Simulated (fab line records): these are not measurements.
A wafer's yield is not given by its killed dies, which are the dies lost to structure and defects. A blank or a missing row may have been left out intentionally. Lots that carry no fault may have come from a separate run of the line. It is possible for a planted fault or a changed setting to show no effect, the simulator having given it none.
Problem report in the 8D (eight disciplines) form, filled by code    flow berkeley-cmos170    the parts of the form that need people (team, actions taken, sign-off) are left out

## 1. THE ISSUE
beam-energy-keV at UCB170_PSD_IMPLANT_08 reads a mean of 20.198 on 6 wafers of 2 lots; wafers without a fault read 20.000 with a standard deviation of 0.0067. That is +30 standard deviations from the usual mean.
Earliest sighting: wafer L598.1 on implanter-03 at day 8 08:53. The record holds 42 wafers of 14 lots with a number at this step. Rule for "out" (also "out of limits"): further than 4 standard deviations from the usual mean. All remaining wafers that have a number are taken as sound.

## 2. WHAT IT IS AND WHAT IT IS NOT
question                     is                      is not
which readings at this step  beam-energy-keV         -
which lots                   L598, L599              L594, L595, L596, L606, L607, L609, L610, L612, L613, L614, L615, L616
which wafers of those lots   all that have a number  -
read on which tools          implanter-03            implanter-01, implanter-02
when                         from day 8 08:53        up to then (9 sound wafers); but 27 sound wafers of L606, L607, L609, L610, L612, L613, L614, L615, L616 came after

## 3. SUSPECTS, AND WHAT RULES EACH OUT
Counting: any tool at a process step up to the reading is kept as a suspect provided that every lot that is out went through it and no sound lot did after the first of them.
- implanter-03 at UCB170_PSD_IMPLANT_08: ruled out as a lasting fault. After its first lot that is out, L598 (day 8 08:53), sound lots L612, L614 ran on it.
Left after counting: nothing in the record.

## 4. THE CAUSE (what the simulator had put in)
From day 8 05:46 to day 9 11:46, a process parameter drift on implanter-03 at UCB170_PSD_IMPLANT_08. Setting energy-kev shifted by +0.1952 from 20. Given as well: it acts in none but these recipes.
Counting ruled it out, wrongly.

## 5. THE EFFECT CHAIN, in route order
Each row: a reading whose mean over the struck wafers that have a number lies more than 3 standard deviations from the usual. Scope: only readings with a usual standard deviation given in the record; hours: median across lots of the time from each lot's start at the first step in this table that gives one to its start at this step; sigmas: change in usual standard deviations.
hours  step                   reading          usual   on struck wafers  change  sigmas
0      UCB170_PSD_IMPLANT_08  beam-energy-keV  20.000  20.198            +0.198  +30
Process steps it contains:
- UCB170_PSD_IMPLANT_08

## 6. WHAT WOULD HAVE CAUGHT IT SOONER
First out-of-limits reading in this record: day 8 08:53, which is 3 hours after fault onset at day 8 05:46.
